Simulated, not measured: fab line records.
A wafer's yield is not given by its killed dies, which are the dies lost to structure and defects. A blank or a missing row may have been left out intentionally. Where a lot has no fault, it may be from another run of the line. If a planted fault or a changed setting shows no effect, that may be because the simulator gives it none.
fab line records	flow berkeley_cmos170	part 1 of 2: steps 1 to 30 of 43
record: lots: 5	wafers: 15	last_day: 12
route steps=331 shown ACTIVE@73 PFIELD@79 FIELD@89 SACOX@97 SCREENOX@100 NVT@104 PVT@115
lots that met no fault: from a run of the same line without faults
start_h: the number of hours between the record's first day and the start of the first shown wafer of the lot	wait_h: hours from the lot's prior step to this one	" repeats the value in the row above	L1.1+2: a single row standing in for several wafers	- no value, or no start given	* or withheld: withheld	< > ~ a bound
route shown NAME@n: a module of which the file shows steps, and the number in the route of the first	usual: the fault-free wafers' mean and standard deviation	same: alike in all rows	chamber/n: place in a boat	sites: per-site readings	_std_site: how widely they spread, as a standard deviation	_edge_site: mean of outer sites minus mean of inner sites	radius_mm: for every site, how far away it sits from the centre of the wafer	mask NAME#n: copy n	behind: tool/chamber where the wafer was last shaped	hold: what put the lot on hold/how long, in hours/how the hold closed	device: the transistor (n, p or np) that didn't switch	end of line: tests run on the same wafers once the route is complete	a step with no rows: only its recipe	killed: the dies lost at the first sort to structure and to defects; this is not the yield of the wafer	map: shows each die of a wafer: x if killed, . if not, _ if none is there
set.NAME: the run value of the setting; set.NAME@STEP: its run value at that earlier step	model.NAME: the simulator's own value behind a step, which no gauge read
lots at some steps of the route; a table a step, a row a wafer
services: from which hour (start_h, from the record's first day; less than 0 if before it) a tool's chamber was out of use, for how many hours, and why
== steps ==
step: UCB170_ACTIVE_CD_MEAS_13
recipe: target_cd_nm: 1200
usual: cd_nm: 1200.1/1.6
lot.wafer	tool	chamber	start_h	wait_h	cd_nm
L082.1	cd_sem-01	-	139.91	-	1200.2
L082.3	"	-	"	"	1199.7
L082.6	"	-	"	"	1199.7
L084.2	cd_sem-01	-	149.47	-	1200.4
L084.3	"	-	"	"	1200.2
L084.5	"	-	"	"	1199.7
L086.1	cd_sem-02	-	150.47	-	1199.0
L086.2	"	-	"	"	1197.6
L086.3	"	-	"	"	1199.4
L090.1	cd_sem-02	-	161.15	-	1199.6
L090.2	"	-	"	"	1198.3
L090.3	"	-	"	"	1200.2
L091.3	cd_sem-02	-	174.79	-	1199.5
L091.4	"	-	"	"	1199.6
L091.6	"	-	"	"	1198.2
step: UCB170_ACTIVE_OVL_MEAS_14
usual: ACTIVE_OVL: 1/5
lot.wafer	tool	chamber	start_h	wait_h	ACTIVE_OVL[nm]
L082.1	overlay-01	-	140.03	0.1	-11
L082.3	"	-	"	"	-14
L082.6	"	-	"	"	-3
L084.2	overlay-01	-	149.57	0.1	1
L084.3	"	-	"	"	1
L084.5	"	-	"	"	1
L086.1	overlay-02	-	150.59	0.1	2
L086.2	"	-	"	"	0
L086.3	"	-	"	"	5
L090.1	overlay-02	-	161.27	0.1	-4
L090.2	"	-	"	"	-3
L090.3	"	-	"	"	-1
L091.3	overlay-01	-	174.88	0.1	-1
L091.4	"	-	"	"	-2
L091.6	"	-	"	"	-1
step: UCB170_ACTIVE_ETCH_15
recipe: chemistry: CH3F/Ar/O2	target: Si3N4	stop_on: SiO2	CH3F_flow_sccm: 20	Ar_flow_sccm: 50	O2_flow_sccm: 7	pressure_mtorr: 50	rf_w: 450	target_depth_a: 2420	over_etch_frac: 0.1	time_s: 151
usual: drypump_motor_current_A: 5.5/0.4	mfc_ar_sccm: 49.99/0.16	oes_product_au: 0.943/0.017	throttle_valve_pct: 8.07/0.065
lot.wafer	tool	chamber	start_h	wait_h	drypump_motor_current_A	mfc_ar_sccm	oes_product_au	rf_hours_counter_h	throttle_valve_pct
L082.1	rie_diel-04	1	140.07	0.0	5.5	50.06	0.959	61	7.96
L082.3	"	3	"	"	5.2	49.76	0.946	15	8.06
L082.6	"	1	"	"	5.6	50.17	0.959	-	7.97
L084.2	rie_diel-03	1	149.60	0.0	5.9	49.97	0.923	30	8.27
L084.3	"	3	"	"	5.2	50.05	0.936	72	8.13
L084.5	"	3	"	"	5.2	50.00	0.938	-	8.13
L086.1	rie_diel-03	0	150.62	0.0	5.4	49.78	0.953	13	8.03
L086.2	"	1	"	"	5.9	49.75	0.924	30	8.26
L086.3	"	2	"	"	5.3	49.81	0.933	18	8.05
L090.1	rie_diel-04	0	161.30	0.0	5.1	50.24	0.939	80	8.03
L090.2	"	2	"	"	6.2	50.06	0.923	15	8.04
L090.3	"	1	"	"	5.6	49.88	0.958	62	7.93
L091.3	rie_diel-04	1	174.90	0.0	5.6	50.06	0.951	62	7.95
L091.4	"	0	"	"	5.1	49.73	0.932	81	8.05
L091.6	"	2	"	"	6.2	50.15	0.930	-	8.05
step: UCB170_ACTIVE_STRIP_16
recipe: chemistry: O2	power_w: 400	pressure_mtorr: 3500	platen_temp_c: withheld	o2_flow_sccm: 400	overash_fraction: 0.5
usual: drypump_motor_current_A: 5.8/0.31	oes_product_au: 0.721/0.0045	strip_time_to_endpoint_s: 18.11/0.11
same: overash_fraction: 0.5
lot.wafer	tool	chamber	start_h	wait_h	drypump_motor_current_A	oes_product_au	rf_hours_counter_h	strip_time_to_endpoint_s
L082.1	plasma_asher-01	1	140.17	0.1	5.4	0.724	39	17.99
L082.3	"	1	"	"	5.4	0.722	-	18.09
L082.6	"	0	"	"	6.2	0.723	-	18.05
L084.2	plasma_asher-01	1	149.70	0.1	5.4	0.728	40	18.02
L084.3	"	1	"	"	5.4	0.719	-	18.14
L084.5	"	0	"	"	6.2	0.721	-	18.12
L086.1	plasma_asher-04	1	150.72	0.1	6.3	0.727	36	18.07
L086.2	"	0	"	"	5.7	0.718	36	18.12
L086.3	"	1	"	"	6.3	0.721	-	17.98
L090.1	plasma_asher-03	0	161.41	0.1	5.8	0.719	5	18.10
L090.2	"	1	"	"	5.9	0.717	5	18.13
L090.3	"	0	"	"	5.7	0.727	-	17.97
L091.3	plasma_asher-03	1	175.04	0.1	5.8	0.711	-	18.01
L091.4	"	0	"	"	5.7	0.720	-	18.10
L091.6	"	0	"	"	5.7	0.718	-	18.12
step: UCB170_ACTIVE_CD_MEAS_90
recipe: target_cd_nm: 1200
usual: cd_nm: 1200.1/1.6
lot.wafer	tool	chamber	start_h	wait_h	cd_nm
L082.1	cd_sem-01	-	140.27	0.1	1199.8
L082.3	"	-	"	"	1199.8
L082.6	"	-	"	"	1200.3
L084.2	cd_sem-02	-	149.82	0.1	1199.8
L084.3	"	-	"	"	1199.8
L084.5	"	-	"	"	1199.7
L086.1	cd_sem-01	-	150.82	0.1	1198.7
L086.2	"	-	"	"	1197.5
L086.3	"	-	"	"	1199.4
L090.1	cd_sem-02	-	161.51	0.1	1199.8
L090.2	"	-	"	"	1198.2
L090.3	"	-	"	"	1200.0
L091.3	cd_sem-02	-	175.14	0.1	1199.4
L091.4	"	-	"	"	1199.6
L091.6	"	-	"	"	1198.2
step: UCB170_ACTIVE_CLEAN_17
recipe: chemistry: SPM	temp_c: 120	time_s: 600
usual: bath_guard_temp_C: 119.8/0.37
lot.wafer	tool	chamber	start_h	wait_h	bath_guard_temp_C
L082.1	wet_bench-03	3	140.39	0.1	120.1
L082.3	"	3	"	"	120.3
L082.6	"	3	"	"	120.4
L084.2	wet_bench-01	3	149.95	0.1	120.2
L084.3	"	3	"	"	120.0
L084.5	"	3	"	"	119.8
L086.1	wet_bench-01	3	150.94	0.1	119.8
L086.2	"	3	"	"	120.6
L086.3	"	3	"	"	120.0
L090.1	wet_bench-02	0	161.65	0.1	119.7
L090.2	"	0	"	"	119.8
L090.3	"	0	"	"	119.7
L091.3	wet_bench-03	0	175.22	0.1	120.1
L091.4	"	0	"	"	119.7
L091.6	"	0	"	"	119.9
step: UCB170_PFIELD_HMDS_00
recipe: prime_time_s: 60	prime_temp_c: 100
lot.wafer	tool	chamber	start_h	wait_h
L082.1+3+6	litho_track-01	0	141.18	0.6
L084.2+3+5	litho_track-01	0	151.20	1.1
L086.1+2+3	litho_track-01	0	152.07	1.0
L090.1+2+3	litho_track-01	0	161.87	0.0
L091.3+4+6	litho_track-04	0	176.09	0.7
step: UCB170_PFIELD_COAT_01
recipe: resist: KrF	spin_rpm: 1500	resist_thk_nm: 900
lot.wafer	tool	chamber	start_h	wait_h
L082.1+3+6	litho_track-01	0	141.33	0.1
L084.2+3+5	litho_track-01	0	151.35	0.1
L086.1+2+3	litho_track-01	0	152.22	0.1
L090.1+2+3	litho_track-01	0	162.02	0.1
L091.3+4+6	litho_track-04	0	176.24	0.1
step: UCB170_PFIELD_SOFTBAKE_02
recipe: resist: KrF	temp_c: 130	time_s: 60
lot.wafer	tool	chamber	start_h	wait_h
L082.1+3+6	litho_track-01	0	141.48	0.1
L084.2+3+5	litho_track-01	0	151.50	0.1
L086.1+2+3	litho_track-01	0	152.37	0.1
L090.1+2+3	litho_track-01	0	162.17	0.1
L091.3+4+6	litho_track-04	0	176.39	0.1
step: UCB170_PFIELD_EXPOSE_03
recipe: mask_id: PFIELD	na: 0.5	sigma_outer: 0.6	source_shape: conventional	target_cd_nm: 1500	dose_mj: 30
lot.wafer	tool	chamber	start_h	wait_h	mask
L082.1+3+6	krf_scanner-02	0	141.76	0.2	PFIELD#0
L084.2+3+5	krf_scanner-01	0	151.77	0.2	PFIELD#0
L086.1+2+3	krf_scanner-01	0	-	-	PFIELD#0
L090.1+2+3	krf_scanner-02	0	162.39	0.2	PFIELD#0
L091.3+4+6	krf_scanner-02	0	176.53	0.1	PFIELD#0
step: UCB170_PFIELD_PEB_04
recipe: peb_temp_c: 130	peb_time_s: withheld	resist: KrF
lot.wafer	tool	chamber	start_h	wait_h
L082.1+3+6	litho_track-01	0	142.81	1.0
L084.2+3+5	litho_track-01	0	152.82	1.0
L086.1+2+3	litho_track-01	0	-	-
L090.1+2+3	litho_track-02	0	162.67	0.3
L091.3+4+6	litho_track-04	0	177.54	1.0
step: UCB170_PFIELD_DEVELOP_05
recipe: developer: TMAH	develop_time_s: 45	resist: KrF	dev_temp_c: 21
same: develop_time_s: 45
lot.wafer	tool	chamber	start_h	wait_h
L082.1+3+6	litho_track-01	0	-	-
L084.2+3+5	litho_track-01	0	-	-
L086.1+2+3	litho_track-01	0	-	-
L090.1+2+3	litho_track-02	0	-	-
L091.3+4+6	litho_track-04	0	-	-
step: UCB170_PFIELD_OVL_MEAS_06
usual: PFIELD_OVL: -5/7.1
lot.wafer	tool	chamber	start_h	wait_h	PFIELD_OVL[nm]
L082.1	overlay-02	-	143.08	-	-7
L082.3	"	-	"	"	-15
L082.6	"	-	"	"	-1
L084.2	overlay-01	-	153.08	-	-2
L084.3	"	-	"	"	8
L084.5	"	-	"	"	-1
L086.1	overlay-01	-	154.17	-	4
L086.2	"	-	"	"	14
L086.3	"	-	"	"	12
L090.1	overlay-02	-	162.94	-	-5
L090.2	"	-	"	"	-5
L090.3	"	-	"	"	3
L091.3	overlay-02	-	177.77	-	-17
L091.4	"	-	"	"	-13
L091.6	"	-	"	"	-9
step: UCB170_PFIELD_IMPLANT_07
recipe: species: B	dose_cm2: 2e+13	energy_kev: 80	tilt_deg: 7
usual: faraday_current_uA: 63.4/1.4
lot.wafer	tool	chamber	start_h	wait_h	faraday_current_uA
L082.1	implanter-01	0	143.12	0.0	63.6
L082.3	"	0	"	"	61.9
L082.6	"	0	"	"	62.1
L084.2	implanter-01	0	153.13	0.0	63.3
L084.3	"	0	"	"	60.9
L084.5	"	0	"	"	61.4
L086.1	implanter-01	0	154.21	0.0	64.0
L086.2	"	0	"	"	63.3
L086.3	"	0	"	"	65.1
L090.1	implanter-03	0	162.98	0.0	61.7
L090.2	"	0	"	"	64.4
L090.3	"	0	"	"	59.9
L091.3	implanter-01	0	177.85	0.1	65.1
L091.4	"	0	"	"	64.3
L091.6	"	0	"	"	64.6
step: UCB170_PFIELD_STRIP_08
recipe: chemistry: O2	power_w: 400	pressure_mtorr: 3500	platen_temp_c: withheld	o2_flow_sccm: 400	overash_fraction: 0.5
usual: drypump_motor_current_A: 5.8/0.34	oes_product_au: 0.735/0.0045	strip_time_to_endpoint_s: 21.61/0.073
same: overash_fraction: 0.5
lot.wafer	tool	chamber	start_h	wait_h	drypump_motor_current_A	oes_product_au	rf_hours_counter_h	strip_time_to_endpoint_s
L082.1	plasma_asher-01	1	143.27	0.1	5.5	0.740	39	21.59
L082.3	"	1	"	"	5.4	0.736	-	21.58
L082.6	"	0	"	"	6.2	0.746	-	21.60
L084.2	plasma_asher-01	1	153.26	0.1	5.4	0.736	41	21.53
L084.3	"	1	"	"	5.5	0.739	-	21.52
L084.5	"	0	"	"	6.2	0.733	-	21.57
L086.1	plasma_asher-02	0	154.36	0.1	6.4	0.732	44	21.51
L086.2	"	1	"	"	5.5	0.731	44	21.55
L086.3	"	1	"	"	5.5	0.734	-	21.52
L090.1	plasma_asher-03	1	163.13	0.1	5.9	0.733	6	21.61
L090.2	"	0	"	"	5.7	0.737	6	21.54
L090.3	"	0	"	"	5.8	0.725	-	21.60
L091.3	plasma_asher-02	1	177.98	0.1	5.5	0.734	-	21.62
L091.4	"	0	"	"	6.4	0.732	-	21.60
L091.6	"	1	"	"	5.5	0.732	-	21.57
step: UCB170_PFIELD_TW_MEAS_09
usual: PFIELD_TW: 599/5.6
lot.wafer	tool	chamber	start_h	wait_h	PFIELD_TW
L082.1	film_metro-02	-	143.37	0.1	597
L082.3	"	-	"	"	593
L082.6	"	-	"	"	600
L084.2	film_metro-04	-	153.37	0.1	610
L084.3	"	-	"	"	609
L084.5	"	-	"	"	606
L086.1	film_metro-04	-	154.46	0.1	607
L086.2	"	-	"	"	607
L086.3	"	-	"	"	607
L090.1	film_metro-02	-	163.23	0.1	601
L090.2	"	-	"	"	605
L090.3	"	-	"	"	602
L091.3	film_metro-04	-	178.07	0.1	608
L091.4	"	-	"	"	606
L091.6	"	-	"	"	605
step: UCB170_FIELD_CLEAN_00
recipe: chemistry: dHF	dilution: 25:1	time_s: 7.5
lot.wafer	tool	chamber	start_h	wait_h
L082.1+3+6	wet_bench-01	1	143.43	0.1
L084.2+3+5	wet_bench-04	2	153.42	0.0
L086.1+2+3	wet_bench-04	0	154.52	0.1
L090.1+2+3	wet_bench-04	3	163.40	0.2
L091.3+4+6	wet_bench-02	3	178.11	0.0
step: UCB170_FIELD_OXIDATION_01
recipe: temp_c: 1000	ambient: H2O	p_h2o_torr: 584.62	target_thk_a: 5583	ox_time_s: 7200
usual: spike_tc_centre_C: 1002.6/1.2
lot.wafer	tool	chamber	start_h	wait_h	spike_tc_centre_C
L082.1	furnace-01	0	146.38	2.9	1001.1
L082.3	"	0	"	"	1002.4
L082.6	"	0	"	"	1003.5
L084.2	furnace-01	0	157.13	3.7	1001.2
L084.3	"	0	"	"	1001.4
L084.5	"	0	"	"	1002.9
L086.1	furnace-01	0	157.13	2.6	999.8
L086.2	"	0	"	"	1001.9
L086.3	"	0	"	"	1002.2
L090.1	furnace-02	0	168.53	5.1	1002.5
L090.2	"	0	"	"	1001.3
L090.3	"	0	"	"	1003.0
L091.3	furnace-04	0	181.69	3.6	1003.3
L091.4	"	0	"	"	1001.1
L091.6	"	0	"	"	1001.6
step: UCB170_FIELD_THK_MEAS_02
recipe: reads: SiO2_of_FIELD_OXIDATION_01
usual: FIELD_OXIDE_THK: 565/10
lot.wafer	tool	chamber	start_h	wait_h	FIELD_OXIDE_THK[nm]
L082.1	film_metro-02	-	149.43	0.1	564
L082.3	"	-	"	"	575
L082.6	"	-	"	"	565
L084.2	film_metro-01	-	160.14	0.0	563
L084.3	"	-	"	"	573
L084.5	"	-	"	"	564
L086.1	film_metro-02	-	160.19	0.1	548
L086.2	"	-	"	"	558
L086.3	"	-	"	"	553
L090.1	film_metro-03	-	171.53	0.0	570
L090.2	"	-	"	"	576
L090.3	"	-	"	"	565
L091.3	film_metro-02	-	184.76	0.1	591
L091.4	"	-	"	"	590
L091.6	"	-	"	"	582
step: UCB170_FIELD_ANNEAL_03
recipe: temp_c: 1000	time_s: 1200	ambient: N2
usual: spike_tc_centre_C: 1002.6/1.3
lot.wafer	tool	chamber	start_h	wait_h	spike_tc_centre_C
L082.1	furnace-01	0	151.05	1.6	1000.8
L082.3	"	0	"	"	1001.4
L082.6	"	0	"	"	1001.0
L084.2	furnace-02	0	165.53	5.4	1001.2
L084.3	"	0	"	"	1002.5
L084.5	"	0	"	"	1002.8
L086.1	furnace-02	0	165.53	5.3	1000.9
L086.2	"	0	"	"	1001.0
L086.3	"	0	"	"	1003.1
L090.1	furnace-04	0	175.17	3.6	1004.5
L090.2	"	0	"	"	1003.8
L090.3	"	0	"	"	1002.8
L091.3	furnace-02	0	190.00	5.2	1001.6
L091.4	"	0	"	"	1001.7
L091.6	"	0	"	"	1001.4
step: UCB170_FIELD_WET_ETCH_04
recipe: chemistry: dHF	dilution: 10:1	target: SiO2	temp_c: 25	time_s: 60
lot.wafer	tool	chamber	start_h	wait_h
L082.1+3+6	wet_bench-04	0	152.38	0.0
L086.1+2+3	wet_bench-02	0	166.87	0.0
L084.2+3+5	wet_bench-02	3	166.89	0.0
L090.1+2+3	wet_bench-04	0	176.50	0.0
L091.3+4+6	wet_bench-04	3	191.46	0.1
step: UCB170_FIELD_WET_ETCH_05
recipe: chemistry: H3PO4	target: Si3N4	temp_c: 160	time_s: 12600
usual: bath_guard_temp_C: 160.0/0.39
lot.wafer	tool	chamber	start_h	wait_h	bath_guard_temp_C
L082.1	wet_bench-02	3	152.43	0.0	160.0
L082.3	"	3	"	"	160.3
L082.6	"	3	"	"	160.3
L086.1	wet_bench-04	0	166.90	0.0	159.5
L086.2	"	0	"	"	159.4
L086.3	"	0	"	"	159.3
L084.2	wet_bench-02	1	166.92	0.0	160.4
L084.3	"	1	"	"	160.1
L084.5	"	1	"	"	160.2
L090.1	wet_bench-04	1	176.53	0.0	160.0
L090.2	"	1	"	"	159.5
L090.3	"	1	"	"	160.2
L091.3	wet_bench-04	3	191.49	0.0	160.5
L091.4	"	3	"	"	160.2
L091.6	"	3	"	"	160.7
step: UCB170_FIELD_WET_ETCH_06
recipe: chemistry: BOE	dilution: 5:1	target: SiO2	temp_c: 25	time_s: 22
lot.wafer	tool	chamber	start_h	wait_h
L082.1+3+6	wet_bench-04	3	156.09	0.1
L086.1+2+3	wet_bench-02	2	170.42	0.0
L084.2+3+5	wet_bench-02	3	170.61	0.2
L090.1+2+3	wet_bench-02	2	180.36	0.0
L091.3+4+6	wet_bench-01	1	195.00	0.0
step: UCB170_FIELD_THK_MEAS_90
recipe: reads: SiO2_of_FIELD_OXIDATION_01
usual: FIELD_OXIDE_LEFT_1_THK: 449/10
lot.wafer	tool	chamber	start_h	wait_h	FIELD_OXIDE_LEFT_1_THK[nm]
L082.1	film_metro-03	-	156.10	0.0	448
L082.3	"	-	"	"	460
L082.6	"	-	"	"	449
L086.1	film_metro-03	-	170.44	0.0	432
L086.2	"	-	"	"	441
L086.3	"	-	"	"	438
L084.2	film_metro-01	-	170.70	0.1	447
L084.3	"	-	"	"	457
L084.5	"	-	"	"	449
L090.1	film_metro-02	-	180.37	0.0	454
L090.2	"	-	"	"	460
L090.3	"	-	"	"	449
L091.3	film_metro-01	-	195.10	0.1	475
L091.4	"	-	"	"	475
L091.6	"	-	"	"	466
step: UCB170_SACOX_CLEAN_00
recipe: chemistry: dHF	dilution: 25:1	time_s: 7.5
lot.wafer	tool	chamber	start_h	wait_h
L082.1+3+6	wet_bench-04	3	156.28	0.2
L086.1+2+3	wet_bench-04	3	170.62	0.2
L084.2+3+5	wet_bench-01	1	173.43	2.7
L090.1+2+3	wet_bench-04	1	180.43	0.1
L091.3+4+6	wet_bench-01	3	195.14	0.0
step: UCB170_SACOX_OXIDATION_01
recipe: temp_c: 900	ambient: O2	target_thk_a: 144	ox_time_s: 2400
usual: spike_tc_centre_C: 902.3/1.1
lot.wafer	tool	chamber	start_h	wait_h	spike_tc_centre_C
L082.1	furnace-02	0	159.77	3.5	900.9
L082.3	"	0	"	"	902.9
L082.6	"	0	"	"	902.4
L084.2	furnace-02	0	174.37	0.9	903.5
L084.3	"	0	"	"	903.9
L084.5	"	0	"	"	900.1
L086.1	furnace-02	0	174.37	3.7	902.6
L086.2	"	0	"	"	901.8
L086.3	"	0	"	"	902.0
L090.1	furnace-01	0	185.53	5.1	901.5
L090.2	"	0	"	"	901.3
L090.3	"	0	"	"	899.9
L091.3	furnace-01	0	204.85	9.7	901.9
L091.4	"	0	"	"	903.1
L091.6	"	0	"	"	901.1
step: UCB170_SACOX_THK_MEAS_02
recipe: reads: SiO2_of_SACOX_OXIDATION_01
usual: SACOX_OXIDE_THK: 14.37/0.22
lot.wafer	tool	chamber	start_h	wait_h	SACOX_OXIDE_THK[nm]
L082.1	film_metro-03	-	161.43	0.0	14.40
L082.3	"	-	"	"	14.49
L082.6	"	-	"	"	14.39
L084.2	film_metro-03	-	176.04	0.0	14.36
L084.3	"	-	"	"	14.48
L084.5	"	-	"	"	14.60
L086.1	film_metro-01	-	176.09	0.1	14.73
L086.2	"	-	"	"	14.59
L086.3	"	-	"	"	14.72
L090.1	film_metro-03	-	187.20	0.0	14.20
L090.2	"	-	"	"	14.25
L090.3	"	-	"	"	14.27
L091.3	film_metro-01	-	206.60	0.1	14.18
L091.4	"	-	"	"	14.30
L091.6	"	-	"	"	14.07
step: UCB170_SCREENOX_WET_ETCH_00
recipe: chemistry: dHF	dilution: 25:1	target: SiO2	temp_c: 25	time_s: 200
lot.wafer	tool	chamber	start_h	wait_h
L082.1+3+6	wet_bench-04	3	161.49	0.1
L084.2+3+5	wet_bench-03	2	176.09	0.0
L086.1+2+3	wet_bench-04	0	176.15	0.1
L090.1+2+3	wet_bench-04	3	187.26	0.1
L091.3+4+6	wet_bench-02	2	206.65	0.0
step: UCB170_SCREENOX_OXIDATION_01
recipe: temp_c: 900	ambient: O2	target_thk_a: 144	ox_time_s: 2400
usual: spike_tc_centre_C: 902.2/1.1
lot.wafer	tool	chamber	start_h	wait_h	spike_tc_centre_C
L082.1	furnace-02	0	166.87	5.3	904.0
L082.3	"	0	"	"	903.7
L082.6	"	0	"	"	901.6
L084.2	furnace-02	0	180.13	4.0	901.5
L084.3	"	0	"	"	902.2
L084.5	"	0	"	"	903.1
L086.1	furnace-02	0	180.13	3.9	902.5
L086.2	"	0	"	"	902.0
L086.3	"	0	"	"	901.3
L090.1	furnace-01	0	193.09	5.8	900.7
L090.2	"	0	"	"	901.6
L090.3	"	0	"	"	900.7
L091.3	furnace-01	0	211.87	5.2	901.3
L091.4	"	0	"	"	900.2
L091.6	"	0	"	"	901.2
step: UCB170_SCREENOX_THK_MEAS_02
recipe: reads: SiO2_of_SCREENOX_OXIDATION_01
usual: SCREENOX_OXIDE_THK: 14.41/0.21
lot.wafer	tool	chamber	start_h	wait_h	SCREENOX_OXIDE_THK[nm]
L082.1	film_metro-01	-	168.59	0.1	14.59
L082.3	"	-	"	"	14.48
L082.6	"	-	"	"	14.51
L086.1	film_metro-02	-	181.86	0.1	14.57
L086.2	"	-	"	"	14.42
L086.3	"	-	"	"	14.26
L084.2	film_metro-04	-	181.87	0.1	14.71
L084.3	"	-	"	"	14.45
L084.5	"	-	"	"	14.59
L090.1	film_metro-02	-	194.75	0.0	14.05
L090.2	"	-	"	"	14.12
L090.3	"	-	"	"	13.97
L091.3	film_metro-04	-	213.56	0.0	14.22
L091.4	"	-	"	"	14.20
L091.6	"	-	"	"	14.35
